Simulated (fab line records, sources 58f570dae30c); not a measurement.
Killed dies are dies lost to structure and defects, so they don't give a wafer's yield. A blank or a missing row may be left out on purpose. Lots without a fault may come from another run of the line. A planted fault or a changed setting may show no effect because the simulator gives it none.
Tool commonality check | flow berkeley_cmos170 | 15 lots, 45 wafers sampled

WHY IT WAS OPENED
At UCB170_M2_RS_MEAS_02 the reading M2_AL_RS is flagged on 3 of 15 lots. Wafers without a fault read 0.0325 ohm/sq, standard deviation 0.00035.
Rule: a lot is flagged when every wafer of it that has a number lies more than 4 standard deviations from that mean, or none has a number. The other lots count as sound.

lot  | measured     | on            | M2_AL_RS (ohm/sq), wafer by wafer | flag
L188 | day 7 16:32  | film_metro-04 | 0.0322 0.0321 0.0323              |
L187 | day 7 16:50  | film_metro-04 | 0.0324 0.0325 0.0332              |
L189 | day 8 00:43  | film_metro-03 | 0.0328 0.0329 0.0325              |
L190 | day 8 06:20  | film_metro-03 | 0.0321 0.0323 0.0327              |
L192 | day 8 12:35  | film_metro-04 | 0.0162 0.0161 0.0160              | FLAGGED
L194 | day 9 04:29  | film_metro-03 | 0.0160 0.0158 0.0160              | FLAGGED
L201 | day 10 06:45 | film_metro-02 | 0.0327 0.0320 0.0319              |
L202 | day 10 07:13 | film_metro-03 | 0.0164 0.0160 0.0163              | FLAGGED
L203 | day 11 04:44 | film_metro-04 | 0.0323 0.0322 0.0319              |
L204 | day 11 04:53 | film_metro-03 | 0.0330 0.0328 0.0328              |
L205 | day 11 05:05 | film_metro-04 | 0.0326 0.0328 0.0327              |
L206 | day 11 06:19 | film_metro-02 | 0.0323 0.0320 0.0320              |
L207 | day 11 07:02 | film_metro-03 | 0.0320 0.0323 0.0323              |
L209 | day 11 21:45 | film_metro-02 | 0.0325 0.0329 0.0330              |
L210 | day 12 02:23 | film_metro-03 | 0.0331 0.0327 0.0330              |
The numbers of the flagged lots are 0.0161 ohm/sq on average: -0.0164 ohm/sq against the usual, or -47 standard deviations.

WHICH TOOL RAN EACH LOT
The record holds 2 process steps before the reading, out of a route of 331 steps. In each cell: the tool, then ch and the chambers that the sampled wafers went through, then the start.
lot  | flag    | UCB170_M1_STRIP_13                   | UCB170_M2_SPUTTER_01
L188 |         | plasma_asher-01 ch 0,1, day 7 09:20  | pvd_sputter-02, day 7 16:28
L187 |         | plasma_asher-02 ch 0,1, day 7 09:38  | pvd_sputter-03, day 7 16:44
L189 |         | plasma_asher-02 ch 0,1, day 7 17:20  | pvd_sputter-03, day 8 00:37
L190 |         | plasma_asher-02 ch 0,1, day 7 22:01  | pvd_sputter-03, day 8 06:14
L192 | FLAGGED | plasma_asher-03 ch 0,1, day 8 04:22  | pvd_sputter-03, day 8 12:13
L194 | FLAGGED | plasma_asher-03 ch 0,1, day 8 15:35  | pvd_sputter-02, day 9 00:22
L201 |         | plasma_asher-01 ch 0,1, day 9 22:13  | pvd_sputter-04, day 10 06:40
L202 | FLAGGED | plasma_asher-02 ch 0,1, day 10 01:31 | pvd_sputter-04, day 10 06:53
L203 |         | plasma_asher-02 ch 0,1, day 10 19:52 | pvd_sputter-03, day 11 04:37
L204 |         | plasma_asher-01 ch 0,1, day 10 20:14 | pvd_sputter-03, day 11 04:48
L205 |         | plasma_asher-02 ch 0,1, day 10 20:57 | pvd_sputter-03, day 11 04:57
L206 |         | plasma_asher-02 ch 0,1, day 10 22:50 | pvd_sputter-04, day 11 06:11
L207 |         | plasma_asher-03 ch 0,1, day 10 23:09 | pvd_sputter-03, day 11 06:55
L209 |         | plasma_asher-01 ch 0,1, day 11 14:56 | pvd_sputter-04, day 11 21:40
L210 |         | plasma_asher-03 ch 0,1, day 11 18:17 | pvd_sputter-03, day 12 02:17
What these steps do:
- UCB170_M1_STRIP_13: strips in O2.
- UCB170_M2_SPUTTER_01: material Al, target thk 900 nm, time 120 s.
- UCB170_M2_RS_MEAS_02: measures by four-point-probe.

FLAGGED OVER TOTAL, TOOL BY TOOL (the gauges that took the reading come last)
step                 | tool            | lots run | flagged | share of the flagged lots | sound lots run after its first flagged lot
UCB170_M1_STRIP_13   | plasma_asher-01 | 4        | 0       | none                      | -
UCB170_M1_STRIP_13   | plasma_asher-02 | 7        | 1       | some                      | 3 (L203,L205,L206)
UCB170_M1_STRIP_13   | plasma_asher-03 | 4        | 2       | some                      | 2 (L207,L210)
UCB170_M2_SPUTTER_01 | pvd_sputter-02  | 2        | 1       | some                      | 0
UCB170_M2_SPUTTER_01 | pvd_sputter-03  | 9        | 1       | some                      | 5 (L203,L204,L205,L207,L210)
UCB170_M2_SPUTTER_01 | pvd_sputter-04  | 4        | 1       | some                      | 2 (L206,L209)
UCB170_M2_RS_MEAS_02 | film_metro-02   | 3        | 0       | none                      | -
UCB170_M2_RS_MEAS_02 | film_metro-03   | 7        | 2       | some                      | 3 (L204,L207,L210)
UCB170_M2_RS_MEAS_02 | film_metro-04   | 5        | 1       | some                      | 2 (L203,L205)

WHAT THE TABLE ALLOWS
No row of the table ran every flagged lot.

WHAT THE SIMULATOR HAD PUT IN
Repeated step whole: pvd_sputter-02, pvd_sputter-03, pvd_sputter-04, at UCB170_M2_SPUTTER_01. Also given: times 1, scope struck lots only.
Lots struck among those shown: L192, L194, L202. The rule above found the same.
